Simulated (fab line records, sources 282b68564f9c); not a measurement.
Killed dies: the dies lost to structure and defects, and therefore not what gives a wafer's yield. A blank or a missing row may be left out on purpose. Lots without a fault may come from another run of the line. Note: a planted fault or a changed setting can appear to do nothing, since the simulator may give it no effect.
Matching of chambers / flow ritCmos / RIT_GATE_ETCH_19 on rieSi-01: 4 sister chambers
The step etches poly-Si in SF6/CHF3/O2, stops on SiO2, time 165 s, target depth 312.5 nm. 4 wafers are shown with their chamber, then 7 later ones without.

## WAFERS PAIRED WITH THEIR CHAMBERS
wafer=L186.1; chamber=1; throttleValvePct (%)=10.12
wafer=L188.6; chamber=3; throttleValvePct (%)=10.39
wafer=L190.1; chamber=0; throttleValvePct (%)=10.45
wafer=L190.2; chamber=2; throttleValvePct (%)=10.22

## WAFERS WITH NO CHAMBER GIVEN
wafer=L190.4; throttleValvePct (%)=10.08
wafer=L192.2; throttleValvePct (%)=10.41
wafer=L192.3; throttleValvePct (%)=10.45
wafer=L192.6; throttleValvePct (%)=10.40
wafer=L194.2; throttleValvePct (%)=10.46
wafer=L194.3; throttleValvePct (%)=10.21
wafer=L194.6; throttleValvePct (%)=10.44

## THE CHAMBER EACH PASSED THROUGH
wafer=L190.4; from the rows above=1; in truth=1
wafer=L192.2; from the rows above=can't be placed: 3 or 0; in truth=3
wafer=L192.3; from the rows above=0; in truth=0
wafer=L192.6; from the rows above=3; in truth=3
wafer=L194.2; from the rows above=0; in truth=0
wafer=L194.3; from the rows above=2; in truth=2
wafer=L194.6; from the rows above=0; in truth=0
Correct placement for 6 of the 7. Can't be placed from these rows: 1 (the true chamber is among the candidates in 1). Placed wrongly: 0.
How it was worked out, from the rows above alone: a wafer's distance from a chamber is the root of the sum, over the readings, of the square of ((its reading less the chamber's mean) divided by the reading's scatter). The wafer belongs to the nearest chamber; if the next one is less than 2 further off, it can't be placed. A chamber's mean is the mean of its shown wafers. The scatter: with one shown wafer a chamber, the root of the mean of the squares of how far each hidden wafer lies from its nearest shown one.
